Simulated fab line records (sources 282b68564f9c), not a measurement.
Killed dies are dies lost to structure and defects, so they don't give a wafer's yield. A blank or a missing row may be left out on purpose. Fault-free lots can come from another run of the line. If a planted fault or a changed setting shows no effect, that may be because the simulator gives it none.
fab line records -- flow rit-cmos
[record] lots = 14, wafers = 42, last-day = 7
route steps=202 shown PWELL@47
lots untouched by any fault: they come from a run of this same line in which no faults occurred
start-h: hours from the record's opening day to when the first of the lot's shown wafers began -- wait-h: hours elapsed since this lot's preceding step -- " the same as in the row above -- L1.1+2: one row covering several wafers at once -- - value missing, or start not given -- * or withheld: withheld -- < > ~ a bound
route shown NAME@n: names a module that has steps shown in the file, with the first one's number in the route -- usual: mean and standard deviation over wafers with no fault -- same: alike in all rows -- chamber/n: place in a boat -- sites: per-site readings -- _std_site: standard deviation of those values -- _edge_site: the outer-site mean with the inner-site mean subtracted -- radius-mm: how far each site lies from the wafer's centre -- mask NAME#n: copy n -- behind: the last tool/chamber to shape the wafer -- hold: the reason the lot was held/the length of the hold in hours/how it ended -- device: whichever transistor did not switch (one of n, p or np) -- end of line: the tests these same wafers got at the end of their route -- where a step has no rows: the recipe by itself -- killed: not the wafer's yield, but the dies lost to structure and defects at the first sort -- map: shows each die of a wafer: x if killed, . if not, _ if none is there
set.NAME: setting as actually run; set.NAME@STEP: the setting as run at that earlier step -- model.NAME: the simulator's own value behind a step, which no gauge read
steps of the route over a sample of lots; a table a step, a row a wafer
services: when a tool's chamber went out of use (start-h, in hours from the record's first day, below 0 if earlier), for how many hours, and the reason
[[steps]]
[step RIT_PWELL_IMPLANT_08]
[recipe] species = B, energy-kev = 170, dose-cm2 = 7e+13, tilt-deg = 7
[usual] beam-on-s = 10.00/0.22, dose-ions-cm2 = 7e+13/7e+10, faraday-current-uA = 222/4.8
lot.wafer,tool,chamber,start-h,wait-h,beam-on-s,dose-ions-cm2,faraday-current-uA
L630.1,implanter-04,0,23.02,0.2,9.92,7.004e+13,223
L630.4,implanter-04,0,23.02,0.2,9.95,7.006e+13,223
L630.5,implanter-04,0,23.02,0.2,9.93,7.005e+13,224
L631.1,implanter-03,0,27.16,0.2,9.91,7.012e+13,225
L631.2,implanter-03,0,27.16,0.2,10.04,6.999e+13,221
L631.4,implanter-03,0,27.16,0.2,10.01,6.985e+13,222
L632.2,implanter-02,0,32.11,0.2,10.17,7.005e+13,219
L632.4,implanter-02,0,32.11,0.2,10.25,6.995e+13,218
L632.5,implanter-02,0,32.11,0.2,10.08,6.993e+13,220
L633.1,implanter-04,0,38.63,0.2,10.04,6.998e+13,222
L633.3,implanter-04,0,38.63,0.2,9.86,6.991e+13,226
L633.5,implanter-04,0,38.63,0.2,9.81,7.002e+13,226
L639.1,implanter-02,0,68.10,0.2,10.19,6.996e+13,218
L639.3,implanter-02,0,68.10,0.2,10.15,6.998e+13,219
L639.5,implanter-02,0,68.10,0.2,10.07,6.996e+13,219
L640.2,implanter-02,0,76.75,0.2,10.02,7.004e+13,221
L640.4,implanter-02,0,76.75,0.2,9.71,6.995e+13,227
L640.5,implanter-02,0,76.75,0.2,9.39,6.99e+13,235
L644.2,implanter-02,0,97.90,0.2,9.58,6.983e+13,230
L644.3,implanter-02,0,97.90,0.2,9.99,6.995e+13,222
L644.5,implanter-02,0,97.90,0.2,9.69,7.006e+13,229
L645.3,implanter-03,0,102.25,0.2,10.56,7.001e+13,210
L645.4,implanter-03,0,102.25,0.2,10.28,7.005e+13,214
L645.5,implanter-03,0,102.25,0.2,9.80,7.005e+13,226
L646.1,implanter-04,0,103.45,0.2,9.66,6.995e+13,230
L646.3,implanter-04,0,103.45,0.2,9.90,7e+13,223
L646.5,implanter-04,0,103.45,0.2,10.01,7.003e+13,221
L647.2,implanter-03,0,109.87,0.2,10.09,7e+13,220
L647.4,implanter-03,0,109.87,0.2,10.31,7.007e+13,216
L647.6,implanter-03,0,109.87,0.2,9.93,6.996e+13,223
L648.2,implanter-03,0,115.93,0.2,9.77,9.107e+13,294
L648.3,implanter-03,0,115.93,0.2,10.05,9.108e+13,287
L648.4,implanter-03,0,115.93,0.2,9.70,9.089e+13,297
L651.3,implanter-04,0,129.91,0.2,9.86,7.01e+13,225
L651.4,implanter-04,0,129.91,0.2,9.97,6.998e+13,223
L651.5,implanter-04,0,129.91,0.2,10.20,6.994e+13,216
L652.4,implanter-03,0,134.00,0.2,10.10,9.1e+13,286
L652.5,implanter-03,0,134.00,0.2,10.01,9.1e+13,288
L652.6,implanter-03,0,134.00,0.2,9.92,9.102e+13,291
L653.2,implanter-02,0,137.79,0.2,9.95,6.994e+13,223
L653.5,implanter-02,0,137.79,0.2,10.39,7.005e+13,213
L653.6,implanter-02,0,137.79,0.2,9.68,7e+13,229
[step RIT_PWELL_TW_MEAS_10]
[usual] PWELL_TW = 954/4.5
lot.wafer,tool,chamber,start-h,wait-h,PWELL_TW
L630.1,film-metro-03,-,23.35,0.1,950
L630.4,film-metro-03,-,23.35,0.1,954
L630.5,film-metro-03,-,23.35,0.1,953
L631.1,film-metro-02,-,27.49,0.1,958
L631.2,film-metro-02,-,27.49,0.1,959
L631.4,film-metro-02,-,27.49,0.1,956
L632.2,film-metro-01,-,32.42,0.1,957
L632.4,film-metro-01,-,32.42,0.1,956
L632.5,film-metro-01,-,32.42,0.1,957
L633.1,film-metro-03,-,38.95,0.1,957
L633.3,film-metro-03,-,38.95,0.1,954
L633.5,film-metro-03,-,38.95,0.1,955
L639.1,film-metro-03,-,68.43,0.1,950
L639.3,film-metro-03,-,68.43,0.1,948
L639.5,film-metro-03,-,68.43,0.1,957
L640.2,film-metro-02,-,77.06,0.1,959
L640.4,film-metro-02,-,77.06,0.1,958
L640.5,film-metro-02,-,77.06,0.1,960
L644.2,film-metro-02,-,98.21,0.1,954
L644.3,film-metro-02,-,98.21,0.1,955
L644.5,film-metro-02,-,98.21,0.1,949
L645.3,film-metro-02,-,102.54,0.1,962
L645.4,film-metro-02,-,102.54,0.1,958
L645.5,film-metro-02,-,102.54,0.1,956
L646.1,film-metro-01,-,103.78,0.1,956
L646.3,film-metro-01,-,103.78,0.1,957
L646.5,film-metro-01,-,103.78,0.1,953
L647.2,film-metro-02,-,110.18,0.1,957
L647.4,film-metro-02,-,110.18,0.1,951
L647.6,film-metro-02,-,110.18,0.1,954
L648.2,film-metro-02,-,116.24,0.1,1039
L648.3,film-metro-02,-,116.24,0.1,1039
L648.4,film-metro-02,-,116.24,0.1,1039
L651.3,film-metro-02,-,130.22,0.1,955
L651.4,film-metro-02,-,130.22,0.1,955
L651.5,film-metro-02,-,130.22,0.1,951
L652.4,film-metro-01,-,134.28,0.1,1040
L652.5,film-metro-01,-,134.28,0.1,1040
L652.6,film-metro-01,-,134.28,0.1,1040
L653.2,film-metro-02,-,138.10,0.1,950
L653.5,film-metro-02,-,138.10,0.1,957
L653.6,film-metro-02,-,138.10,0.1,953
[step RIT_WELLDRIVE_RS_MEAS_02]
[recipe] thk-meas-gauge = four-point-probe
[usual] PWELL_RS = 429.7/1
lot.wafer,tool,chamber,start-h,wait-h,PWELL_RS[ohm/sq]
L630.1,film-metro-01,-,28.61,0.1,430.9
L630.4,film-metro-01,-,28.61,0.1,431.1
L630.5,film-metro-01,-,28.61,0.1,429.7
L631.1,film-metro-03,-,32.75,0.1,428.6
L631.2,film-metro-03,-,32.75,0.1,430.2
L631.4,film-metro-03,-,32.75,0.1,428.9
L632.2,film-metro-02,-,37.72,0.1,429.3
L632.4,film-metro-02,-,37.72,0.1,430.0
L632.5,film-metro-02,-,37.72,0.1,428.9
L633.1,film-metro-02,-,44.22,0.1,430.2
L633.3,film-metro-02,-,44.22,0.1,431.8
L633.5,film-metro-02,-,44.22,0.1,430.6
L639.1,film-metro-03,-,74.68,0.1,430.1
L639.3,film-metro-03,-,74.68,0.1,429.7
L639.5,film-metro-03,-,74.68,0.1,429.6
L640.2,film-metro-02,-,82.34,0.1,429.5
L640.4,film-metro-02,-,82.34,0.1,429.0
L640.5,film-metro-02,-,82.34,0.1,427.7
L644.2,film-metro-01,-,104.90,0.1,428.6
L644.3,film-metro-01,-,104.90,0.1,429.1
L644.5,film-metro-01,-,104.90,0.1,428.4
L646.1,film-metro-03,-,109.80,0.1,429.6
L646.3,film-metro-03,-,109.80,0.1,429.6
L646.5,film-metro-03,-,109.80,0.1,430.2
L645.3,film-metro-02,-,109.84,0.1,427.9
L645.4,film-metro-02,-,109.84,0.1,428.5
L645.5,film-metro-02,-,109.84,0.1,428.5
L647.2,film-metro-03,-,115.50,0.1,430.6
L647.4,film-metro-03,-,115.50,0.1,429.6
L647.6,film-metro-03,-,115.50,0.1,430.1
L648.2,film-metro-01,-,122.47,0.1,363.6
L648.3,film-metro-01,-,122.47,0.1,364.2
L648.4,film-metro-01,-,122.47,0.1,364.1
L651.3,film-metro-02,-,135.51,0.1,429.4
L651.4,film-metro-02,-,135.51,0.1,428.7
L651.5,film-metro-02,-,135.51,0.1,429.7
L652.4,film-metro-01,-,139.57,0.1,365.6
L652.5,film-metro-01,-,139.57,0.1,365.5
L652.6,film-metro-01,-,139.57,0.1,366.5
L653.2,film-metro-02,-,143.37,0.1,430.7
L653.5,film-metro-02,-,143.37,0.1,430.9
L653.6,film-metro-02,-,143.37,0.1,429.3
[[services]]
tool,chamber,start-h,hours,kind
implanter-02,-,11.37,10.5,pm
implanter-02,-,25.20,4.3,repair
implanter-04,-,90.73,4.1,pm
implanter-04,-,96.55,3.2,repair
implanter-03,-,120.14,0.5,repair
[[key]]
[first-sign] step = RIT_PWELL_IMPLANT_08, reading = dose-ions-cm2, direction = up, sigmas = 99+, usual = 7e+13, struck = 9.101e+13
[effect] step = RIT_PWELL_IMPLANT_08, reading = faraday-current-uA, direction = up, sigmas = 14, usual = 222, struck = 291
[effect] step = RIT_PWELL_TW_MEAS_10, reading = PWELL_TW, direction = up, sigmas = 19, usual = 954, struck = 1039
[effect] step = RIT_WELLDRIVE_RS_MEAS_02, reading = PWELL_RS, direction = down, sigmas = 62, usual = 429.7, struck = 364.9
met-at RIT_PWELL_IMPLANT_08
struck-lots L648,L652
tester-left-out L648,L652
onset-between 109.87 115.93
[fault] kind = process-parameter-drift, tool = implanter-03, chamber = -, onset-h = 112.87, steps = RIT_PWELL_IMPLANT_08, channel = dose-cm2, offset = 2.1e+13, shape = step, end-h = 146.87, acts-in = these-recipes-only, stated = 7e+13
// tester-left-out: of these lots the tester's yield and bins aren't shown, on N5 and GAA mostly nor the transistor test; their killed dies are dies lost to structure and defects alone, not to doping, threshold or leakage, so they don't give the yield
